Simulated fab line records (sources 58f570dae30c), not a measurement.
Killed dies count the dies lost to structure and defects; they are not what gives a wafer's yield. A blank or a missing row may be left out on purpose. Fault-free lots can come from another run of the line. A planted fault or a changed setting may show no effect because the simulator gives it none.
Chamber matching | flow berkeley_cmos170 | UCB170_BACKSIDE_CLEAN_04 on wet_bench-01 has 3 sister chambers
The step cleans in SPM, time 600 s. 18 wafers are shown with their chamber, then 6 later ones without.

== WAFERS WITH THEIR CHAMBER ==
wafer  | chamber | bath_heat_duty_pct (%) | bath_guard_temp_C (C) | temp_c (C)
L638.1 | 1       | 13.1                   | 120.0                 | 119.89
L638.2 | 1       | 12.5                   | 120.1                 | 120.07
L638.5 | 1       | 13.0                   | 119.9                 | 120.02
L639.1 | 3       | 13.3                   | 120.8                 | 119.88
L639.2 | 3       | 13.1                   | 120.4                 | 120.17
L639.6 | 3       | 14.4                   | 120.6                 | 120.11
L637.2 | 0       | 10.8                   | 119.8                 | 119.87
L637.3 | 0       | 11.0                   | 120.2                 | 120.10
L637.6 | 0       | 11.1                   | 119.7                 | 119.92
L640.1 | 1       | 13.3                   | 120.4                 | 119.90
L640.2 | 1       | 13.2                   | 119.9                 | 119.95
L640.3 | 1       | 12.2                   | 120.1                 | 120.01
L643.1 | 1       | 11.9                   | 120.0                 | 120.02
L643.2 | 1       | 12.4                   | 120.2                 | 119.75
L643.4 | 1       | 13.7                   | 120.1                 | 119.96
L642.4 | 1       | 13.3                   | 119.7                 | 120.02
L642.5 | 1       | 12.4                   | 119.9                 | 119.95
L642.6 | 1       | 12.3                   | 120.2                 | 119.93

SIGNATURES (averages over the wafers above)
reading            | chamber 0 | chamber 1 | chamber 3 | scatter within a chamber
bath_heat_duty_pct | 10.967    | 12.775    | 13.600    | 0.545
bath_guard_temp_C  | 119.900   | 120.042   | 120.600   | 0.198
temp_c             | 119.9633  | 119.9558  | 120.0533  | 0.102
Rule: for each reading, subtract the chamber's mean from the wafer's reading, divide by that reading's scatter and square the result; add these up over the readings and take the root, which gives the wafer's distance from the chamber. If the next closest chamber is less than 2 further off than the closest, the wafer can't be placed; otherwise it belongs to the closest. The scatter is the square root of a quotient: the sum, over the shown wafers, of each reading's squared deviation from its chamber's mean, divided by wafers minus chambers.

== WAFERS MISSING THEIR CHAMBER ==
wafer  | bath_heat_duty_pct (%) | bath_guard_temp_C (C) | temp_c (C)
L654.1 | 12.0                   | 120.1                 | 120.13
L654.2 | 12.3                   | 119.8                 | 119.99
L654.5 | 12.8                   | 120.0                 | 120.10
L656.3 | 10.4                   | 119.6                 | 119.72
L656.4 | 11.4                   | 119.9                 | 119.84
L656.5 | 12.1                   | 120.2                 | 119.79

== THE CHAMBER EACH PASSED THROUGH ==
wafer  | from the rows above          | in truth
L654.1 | can't be placed: 1 or 0 or 3 | 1
L654.2 | can't be placed: 1 or 0      | 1
L654.5 | can't be placed: 1 or 3      | 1
L656.3 | 0                            | 0
L656.4 | can't be placed: 0 or 1      | 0
L656.5 | can't be placed: 1 or 0      | 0
Placed correctly: 1 of 6. These rows do not allow placing 5 (true chamber among the candidates in 5). Number placed wrongly: 0.
